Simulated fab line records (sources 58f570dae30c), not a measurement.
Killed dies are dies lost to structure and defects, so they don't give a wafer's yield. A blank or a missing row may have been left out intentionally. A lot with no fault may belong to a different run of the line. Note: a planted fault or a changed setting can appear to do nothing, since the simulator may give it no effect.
Check of tool commonality :: flow berkeley_cmos170 :: Sample size 14 lots and 42 wafers

== THE REASON FOR OPENING IT ==
2 of 14 lots carry a flag on the reading PSD_RS at UCB170_SDANNEAL_RS_MEAS_02. Fault-free wafers read 75.5 ohm/sq, with a standard deviation of 0.31.
Rule: a lot gets a flag if all its wafers with a number sit over 4 standard deviations from that mean, or if no wafer of it has a number. The other lots count as sound.

lot: L511
measured: day 7 18:44
on: film_metro-04
PSD_RS (ohm/sq), wafer by wafer: 75.6 75.4 75.4
flag: 

lot: L510
measured: day 7 18:52
on: film_metro-01
PSD_RS (ohm/sq), wafer by wafer: 75.3 75.6 75.4
flag: 

lot: L513
measured: day 7 19:28
on: film_metro-01
PSD_RS (ohm/sq), wafer by wafer: 75.1 75.2 75.1
flag: 

lot: L512
measured: day 7 19:37
on: film_metro-03
PSD_RS (ohm/sq), wafer by wafer: 75.3 75.5 75.5
flag: 

lot: L516
measured: day 8 22:57
on: film_metro-03
PSD_RS (ohm/sq), wafer by wafer: 73.9 73.9 73.7
flag: FLAGGED

lot: L515
measured: day 8 23:50
on: film_metro-01
PSD_RS (ohm/sq), wafer by wafer: 73.6 73.7 73.8
flag: FLAGGED

lot: L526
measured: day 10 13:11
on: film_metro-03
PSD_RS (ohm/sq), wafer by wafer: 75.9 75.5 75.4
flag: 

lot: L527
measured: day 11 06:36
on: film_metro-04
PSD_RS (ohm/sq), wafer by wafer: 74.8 75.1 74.9
flag: 

lot: L528
measured: day 11 07:14
on: film_metro-04
PSD_RS (ohm/sq), wafer by wafer: 75.7 75.8 75.9
flag: 

lot: L529
measured: day 11 07:36
on: film_metro-03
PSD_RS (ohm/sq), wafer by wafer: 75.5 75.5 75.4
flag: 

lot: L531
measured: day 11 17:53
on: film_metro-03
PSD_RS (ohm/sq), wafer by wafer: 75.3 75.5 75.6
flag: 

lot: L530
measured: day 11 18:28
on: film_metro-04
PSD_RS (ohm/sq), wafer by wafer: 75.9 75.7 75.8
flag: 

lot: L533
measured: day 12 07:59
on: film_metro-01
PSD_RS (ohm/sq), wafer by wafer: 75.3 75.4 75.6
flag: 

lot: L532
measured: day 12 08:17
on: film_metro-04
PSD_RS (ohm/sq), wafer by wafer: 76.1 76.5 76.3
flag: 
On average the flagged lots' numbers are 73.8 ohm/sq, which is -1.7 ohm/sq against the usual, or -6 standard deviations.

== WHICH TOOL EACH LOT WENT THROUGH ==
The record holds 2 process steps before the reading, out of a route of 331 steps. Each cell gives the tool, then ch followed by the chambers the sampled wafers passed through, then the start.
lot: L511
flag: 
UCB170_BACKSIDE_STRIP_03: plasma_asher-01 ch 0,1, day 7 17:59
UCB170_SDANNEAL_RTA_01: rtp_anneal-01 ch 0, day 7 18:40

lot: L510
flag: 
UCB170_BACKSIDE_STRIP_03: plasma_asher-03 ch 1, day 7 18:04
UCB170_SDANNEAL_RTA_01: rtp_anneal-02 ch 0, day 7 18:45

lot: L513
flag: 
UCB170_BACKSIDE_STRIP_03: plasma_asher-03 ch 0,1, day 7 18:26
UCB170_SDANNEAL_RTA_01: rtp_anneal-01 ch 0, day 7 19:25

lot: L512
flag: 
UCB170_BACKSIDE_STRIP_03: plasma_asher-03 ch 0,1, day 7 18:53
UCB170_SDANNEAL_RTA_01: rtp_anneal-02 ch 0, day 7 19:30

lot: L516
flag: FLAGGED
UCB170_BACKSIDE_STRIP_03: plasma_asher-02 ch 0,1, day 8 22:10
UCB170_SDANNEAL_RTA_01: rtp_anneal-01 ch 0, day 8 22:53

lot: L515
flag: FLAGGED
UCB170_BACKSIDE_STRIP_03: plasma_asher-01 ch 0,1, day 8 23:20
UCB170_SDANNEAL_RTA_01: rtp_anneal-01 ch 0, day 8 23:47

lot: L526
flag: 
UCB170_BACKSIDE_STRIP_03: plasma_asher-03 ch 0,1, day 10 12:47
UCB170_SDANNEAL_RTA_01: rtp_anneal-02 ch 0, day 10 13:08

lot: L527
flag: 
UCB170_BACKSIDE_STRIP_03: plasma_asher-02 ch 0,1, day 11 06:03
UCB170_SDANNEAL_RTA_01: rtp_anneal-01 ch 0, day 11 06:31

lot: L528
flag: 
UCB170_BACKSIDE_STRIP_03: plasma_asher-03 ch 0,1, day 11 06:41
UCB170_SDANNEAL_RTA_01: rtp_anneal-02 ch 0, day 11 07:07

lot: L529
flag: 
UCB170_BACKSIDE_STRIP_03: plasma_asher-01 ch 0,1, day 11 07:04
UCB170_SDANNEAL_RTA_01: rtp_anneal-02 ch 0, day 11 07:29

lot: L531
flag: 
UCB170_BACKSIDE_STRIP_03: plasma_asher-02 ch 0,1, day 11 17:29
UCB170_SDANNEAL_RTA_01: rtp_anneal-02 ch 0, day 11 17:50

lot: L530
flag: 
UCB170_BACKSIDE_STRIP_03: plasma_asher-03 ch 0,1, day 11 17:56
UCB170_SDANNEAL_RTA_01: rtp_anneal-01 ch 0, day 11 18:22

lot: L533
flag: 
UCB170_BACKSIDE_STRIP_03: plasma_asher-01 ch 0,1, day 12 07:35
UCB170_SDANNEAL_RTA_01: rtp_anneal-02 ch 0, day 12 07:55

lot: L532
flag: 
UCB170_BACKSIDE_STRIP_03: plasma_asher-03 ch 0,1, day 12 07:51
UCB170_SDANNEAL_RTA_01: rtp_anneal-01 ch 0, day 12 08:12
What these steps do:
- UCB170_BACKSIDE_STRIP_03: strips in O2.
- UCB170_SDANNEAL_RTA_01: time 5 s.
- UCB170_SDANNEAL_RS_MEAS_02: measures by four-point-probe.

== FLAGGED OVER TOTAL, TOOL BY TOOL (the gauges that took the reading come last) ==
step: UCB170_BACKSIDE_STRIP_03
tool: plasma_asher-01
lots run: 4
flagged: 1
share of the flagged lots: some
sound lots run after its first flagged lot: 2 (L529,L533)

step: UCB170_BACKSIDE_STRIP_03
tool: plasma_asher-02
lots run: 3
flagged: 1
share of the flagged lots: some
sound lots run after its first flagged lot: 2 (L527,L531)

step: UCB170_BACKSIDE_STRIP_03
tool: plasma_asher-03
lots run: 7
flagged: 0
share of the flagged lots: none
sound lots run after its first flagged lot: -

step: UCB170_SDANNEAL_RTA_01
tool: rtp_anneal-01
lots run: 7
flagged: 2
share of the flagged lots: all
sound lots run after its first flagged lot: 3 (L527,L530,L532)

step: UCB170_SDANNEAL_RTA_01
tool: rtp_anneal-02
lots run: 7
flagged: 0
share of the flagged lots: none
sound lots run after its first flagged lot: -

step: UCB170_SDANNEAL_RS_MEAS_02
tool: film_metro-01
lots run: 4
flagged: 1
share of the flagged lots: some
sound lots run after its first flagged lot: 1 (L533)

step: UCB170_SDANNEAL_RS_MEAS_02
tool: film_metro-03
lots run: 5
flagged: 1
share of the flagged lots: some
sound lots run after its first flagged lot: 3 (L526,L529,L531)

step: UCB170_SDANNEAL_RS_MEAS_02
tool: film_metro-04
lots run: 5
flagged: 0
share of the flagged lots: none
sound lots run after its first flagged lot: -

== WHAT IS ALLOWED BY THE TABLE ==
In the table, 1 row covers all flagged lots: rtp_anneal-01 at UCB170_SDANNEAL_RTA_01.
- rtp_anneal-01 at UCB170_SDANNEAL_RTA_01 ran 7 lots, 2 of them flagged. Sound lots ran on it after the first flagged one (L527, L530, L532), which a lasting fault on the whole tool wouldn't allow.
None of the table's rows ran every flagged lot and, after the first, no sound lot.

== WHAT WAS PUT IN BY THE SIMULATOR ==
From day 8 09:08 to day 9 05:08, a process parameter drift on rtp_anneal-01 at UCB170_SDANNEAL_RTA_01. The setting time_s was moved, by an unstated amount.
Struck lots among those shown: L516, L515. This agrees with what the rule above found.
